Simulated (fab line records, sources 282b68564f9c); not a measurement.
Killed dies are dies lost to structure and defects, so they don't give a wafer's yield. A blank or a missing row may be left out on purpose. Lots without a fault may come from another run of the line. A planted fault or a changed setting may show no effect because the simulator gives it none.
A struck lot beside a sound one | flow rit_cmos | 14 steps out of a route of 202
Sound: wafers L525.1, L525.3, L525.6. Struck: wafers L522.2, L522.5, L522.6. The cause comes at the end.
At each step with rows: each side's tool, then ch and its chambers, then its first start. Under that, the readings that differ: sound wafers | struck wafers | difference of the means | sigmas: that difference in standard deviations of wafers without a fault.
alike: readings whose means differ by less than 2 such deviations, and words and numbers that are the same on both sides. not compared: withheld readings, readings that some wafer has no value for, bounds like >300 that may hide the same value, and numbers for which the record gives no deviation and whose values overlap.
The two part at a step that has a row with sigmas, a row that says differs or no value, or rows on one side only. Numbers that don't overlap but have no deviation are shown without sigmas and don't part them. A reading that every wafer of one side lacks parts them only if that side has two wafers or more.

RIT_CONTACT_STRIP_12: strips in O2, time 180 s.
  sound on plasma_asher-03 ch 0,1, day 7 12:28; struck on plasma_asher-03 ch 0,1, day 6 18:13
  alike: drypump_motor_current_A
  not compared: rf_hours_counter_h
RIT_CONTACT_CD_MEAS_90: target cd 1000 nm.
  sound on cd_sem-01, day 7 12:38; struck on cd_sem-01, day 6 18:24
  alike: cd_nm
then, 2 steps without rows for these wafers: RIT_CONTACT_CLEAN_13 (cleans in SC1, time 600 s); RIT_CONTACT_CLEAN_14 (cleans in SC2, time 600 s).
RIT_M1_SPUTTER_00: material Al, target thk 400 nm, time 500 s.
  sound on pvd_sputter-02, day 7 13:08; struck on pvd_sputter-04, day 6 18:52
  alike: throttle_valve_pct
RIT_M1_RS_MEAS_01: measures by four-point-probe.
  sound on film_metro-04, day 7 13:25; struck on film_metro-03, day 6 19:11
  alike: M1_AL_RS
RIT_M1_THK_MEAS_02: measures by xrf.
  sound on film_metro-04, day 7 13:32; struck on film_metro-03, day 6 19:17
  alike: M1_AL_THK
then, 5 steps without rows for these wafers: RIT_M1_HMDS_03 (prime time 60 s); RIT_M1_COAT_04 (resist thk 1300 nm); RIT_M1_SOFTBAKE_05 (time 60 s); RIT_M1_EXPOSE_06 (exposes mask M12, target cd 2600 nm); RIT_M1_PEB_07.
RIT_M1_DEVELOP_08: develop time 68 s.
  sound on litho_track-03 ch 0, day 7 14:00; struck on litho_track-01, day 6 20:00
  no value came back on the struck wafers for chill_plate_temp_C (C), develop_time_s (s); on the sound wafers chill_plate_temp_C (C) reads 23.11 22.99 23.09
RIT_M1_CD_MEAS_09: target cd 2600 nm.
  sound on cd_sem-02, day 7 14:29; struck on cd_sem-02, day 6 20:22
  reading    | sound                | struck | difference                    | sigmas
  cd_nm (nm) | 2600.8 2599.8 2601.2 | - - -  | no value on the struck wafers |

WHERE THEY PART
First at RIT_M1_DEVELOP_08; last, within this record, at RIT_M1_CD_MEAS_09.

WHY: what the simulator had put in
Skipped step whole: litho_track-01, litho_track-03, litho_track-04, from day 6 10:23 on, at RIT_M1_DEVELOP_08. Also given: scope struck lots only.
